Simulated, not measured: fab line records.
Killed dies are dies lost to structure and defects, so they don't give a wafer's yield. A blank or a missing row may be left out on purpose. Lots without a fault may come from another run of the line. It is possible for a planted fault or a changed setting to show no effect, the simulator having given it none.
Split-lot study || flow berkeley-cmos170 || route with 331 steps; 5 lots, 23 wafers read

## ABOUT THE SPLIT
At UCB170_SPACER_CVD_00 (deposits SiO2 from TEOS/O2, target thk 376 nm, time 47 s), the setting time-s was moved away from the recipe's 47 s on 7 of the 23 wafers read, by -4.2% to +9.5%. For the rest of the wafers, this setting stayed at what the recipe calls for.

## FROM THE SPLIT TO THE READING: what the file shows between them, 2 steps
- UCB170_SPACER_THK_MEAS_01
- UCB170_SPACER_ANNEAL_02: time 1800 s

## THE READING
oes-product-au, in a.u., at UCB170_SPACER_ETCHBACK_03 (etches SiO2 in CHF3/CF4/Ar, stops on Si, target depth 376 nm, time 100 s). On this fab line, fault-free wafers typically give 0.898 a.u. with a standard deviation of 0.015 a.u.

{"wafer": "L074.1", "tool, chamber at the split": "pecvd-03, 2", "time-s as run, s": 51.38, "against the recipe": "+9.3%", "oes-product-au, a.u.": 0.951, "against lot-mates on the recipe": "+0.065"}
{"wafer": "L074.2", "tool, chamber at the split": "pecvd-03, 1", "time-s as run, s": 47, "against the recipe": "recipe", "oes-product-au, a.u.": 0.894, "against lot-mates on the recipe": "-"}
{"wafer": "L074.3", "tool, chamber at the split": "pecvd-03, 0", "time-s as run, s": 47, "against the recipe": "recipe", "oes-product-au, a.u.": 0.873, "against lot-mates on the recipe": "-"}
{"wafer": "L074.5", "tool, chamber at the split": "pecvd-03, 1", "time-s as run, s": 47, "against the recipe": "recipe", "oes-product-au, a.u.": 0.891, "against lot-mates on the recipe": "-"}
{"wafer": "L074.6", "tool, chamber at the split": "pecvd-03, 2", "time-s as run, s": 51.38, "against the recipe": "+9.3%", "oes-product-au, a.u.": 0.963, "against lot-mates on the recipe": "+0.077"}
{"wafer": "L076.4", "tool, chamber at the split": "pecvd-03, 1", "time-s as run, s": 47, "against the recipe": "recipe", "oes-product-au, a.u.": 0.872, "against lot-mates on the recipe": "-"}
{"wafer": "L076.5", "tool, chamber at the split": "pecvd-03, 2", "time-s as run, s": 47, "against the recipe": "recipe", "oes-product-au, a.u.": 0.893, "against lot-mates on the recipe": "-"}
{"wafer": "L076.6", "tool, chamber at the split": "pecvd-03, 0", "time-s as run, s": 47, "against the recipe": "recipe", "oes-product-au, a.u.": 0.897, "against lot-mates on the recipe": "-"}
{"wafer": "L077.1", "tool, chamber at the split": "pecvd-01, 0", "time-s as run, s": 51.45, "against the recipe": "+9.5%", "oes-product-au, a.u.": 0.960, "against lot-mates on the recipe": "+0.047"}
{"wafer": "L077.2", "tool, chamber at the split": "pecvd-01, 2", "time-s as run, s": 51.45, "against the recipe": "+9.5%", "oes-product-au, a.u.": 0.969, "against lot-mates on the recipe": "+0.056"}
{"wafer": "L077.3", "tool, chamber at the split": "pecvd-01, 1", "time-s as run, s": 47, "against the recipe": "recipe", "oes-product-au, a.u.": 0.895, "against lot-mates on the recipe": "-"}
{"wafer": "L077.4", "tool, chamber at the split": "pecvd-01, 1", "time-s as run, s": 47, "against the recipe": "recipe", "oes-product-au, a.u.": 0.930, "against lot-mates on the recipe": "-"}
{"wafer": "L077.6", "tool, chamber at the split": "pecvd-01, 2", "time-s as run, s": 47, "against the recipe": "recipe", "oes-product-au, a.u.": 0.913, "against lot-mates on the recipe": "-"}
{"wafer": "L078.1", "tool, chamber at the split": "pecvd-03, 0", "time-s as run, s": 47, "against the recipe": "recipe", "oes-product-au, a.u.": 0.906, "against lot-mates on the recipe": "-"}
{"wafer": "L078.2", "tool, chamber at the split": "pecvd-03, 2", "time-s as run, s": 47, "against the recipe": "recipe", "oes-product-au, a.u.": 0.900, "against lot-mates on the recipe": "-"}
{"wafer": "L078.3", "tool, chamber at the split": "pecvd-03, 1", "time-s as run, s": 47, "against the recipe": "recipe", "oes-product-au, a.u.": 0.884, "against lot-mates on the recipe": "-"}
{"wafer": "L078.4", "tool, chamber at the split": "pecvd-03, 1", "time-s as run, s": 47, "against the recipe": "recipe", "oes-product-au, a.u.": 0.924, "against lot-mates on the recipe": "-"}
{"wafer": "L078.6", "tool, chamber at the split": "pecvd-03, 0", "time-s as run, s": 47, "against the recipe": "recipe", "oes-product-au, a.u.": 0.927, "against lot-mates on the recipe": "-"}
{"wafer": "L082.1", "tool, chamber at the split": "pecvd-01, 1", "time-s as run, s": 47, "against the recipe": "recipe", "oes-product-au, a.u.": 0.895, "against lot-mates on the recipe": "-"}
{"wafer": "L082.2", "tool, chamber at the split": "pecvd-01, 2", "time-s as run, s": 47, "against the recipe": "recipe", "oes-product-au, a.u.": 0.918, "against lot-mates on the recipe": "-"}
{"wafer": "L082.3", "tool, chamber at the split": "pecvd-01, 0", "time-s as run, s": 45.04, "against the recipe": "-4.2%", "oes-product-au, a.u.": 0.880, "against lot-mates on the recipe": -0.027}
{"wafer": "L082.4", "tool, chamber at the split": "pecvd-01, 1", "time-s as run, s": 45.04, "against the recipe": "-4.2%", "oes-product-au, a.u.": 0.891, "against lot-mates on the recipe": -0.016}
{"wafer": "L082.6", "tool, chamber at the split": "pecvd-01, 0", "time-s as run, s": 45.04, "against the recipe": "-4.2%", "oes-product-au, a.u.": 0.889, "against lot-mates on the recipe": -0.018}

FIT RESULTS
A straight line over all 23 wafers: oes-product-au changes by +0.00587 a.u. for each +1% of time-s; r = +0.84; the points scatter about the line by 0.016 a.u.
The same after taking each lot's own level away (the mean of its wafers on the recipe; 23 wafers): +0.00622 a.u. for each +1%; r = +0.90; scatter 0.013 a.u.
That fit puts the effect of the largest move of time-s on the reading at 0.059 a.u.
Across the lots, their own levels run from 0.8860 to 0.9127 a.u., a range of 1.8 times the standard deviation given above.
So the lot-to-lot level changes the slope little: the two slopes agree.
Check: for one of the wafers moved furthest among these (+9.5%), held out of the fit, the line's prediction against its lot-mates is +0.064 a.u. Against them it came out at +0.0473 a.u.

## ADDITIONAL SPLITS CARRIED BY THESE WAFERS
Note: prior to the reading, these wafers also went through further splits. Each is held against what the fit with the lots' levels taken away leaves over:
{"other split on the same wafers": "UCB170_NWELL_OXIDATION_01 temp-c", "wafers away from the commonest value": 10, "r with oes-product-au (lot level and that fit taken away)": "+0.00"}
{"other split on the same wafers": "UCB170_NWELL_IMPLANT_14 energy-kev", "wafers away from the commonest value": 9, "r with oes-product-au (lot level and that fit taken away)": "+0.20"}
{"other split on the same wafers": "UCB170_PLDD_PEB_04 peb-temp-c", "wafers away from the commonest value": 7, "r with oes-product-au (lot level and that fit taken away)": -0.26}
{"other split on the same wafers": "UCB170_PLDD_IMPLANT_09 energy-kev", "wafers away from the commonest value": 5, "r with oes-product-au (lot level and that fit taken away)": "+0.24"}

## THE WHOLE CHAIN: every reading that the file lists as answering this split, in the file's order
{"step": "UCB170_SPACER_CVD_00", "what it does": "deposits SiO2 from TEOS/O2, target thk 376 nm, time 47 s", "reading": "SiO2_of_SPACER_CVD_00.thk-nm (the simulator's own value, which no gauge read)", "change (the file's fit)": "+3.57 nm for each +1% of the setting", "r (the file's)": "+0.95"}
{"step": "UCB170_SPACER_THK_MEAS_01", "what it does": "", "reading": "SPACER_TEOS_THK", "change (the file's fit)": "+3.58 for each +1% of the setting", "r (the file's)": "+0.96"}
{"step": "UCB170_SPACER_ETCHBACK_03", "what it does": "etches SiO2 in CHF3/CF4/Ar, stops on Si, target depth 376 nm, time 100 s", "reading": "oes-product-au", "change (the file's fit)": "+0.00641 a.u. for each +1% of the setting", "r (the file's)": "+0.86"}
{"step": "UCB170_SPACER_ETCHBACK_03", "what it does": "etches SiO2 in CHF3/CF4/Ar, stops on Si, target depth 376 nm, time 100 s", "reading": "etch.depth-nm (the simulator's own value, which no gauge read)", "change (the file's fit)": "+3.05 nm for each +1% of the setting", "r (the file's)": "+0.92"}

## THE FILE'S OWN FIT
oes-product-au changes by +0.00641 a.u. for each +1% of time-s, r = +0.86.
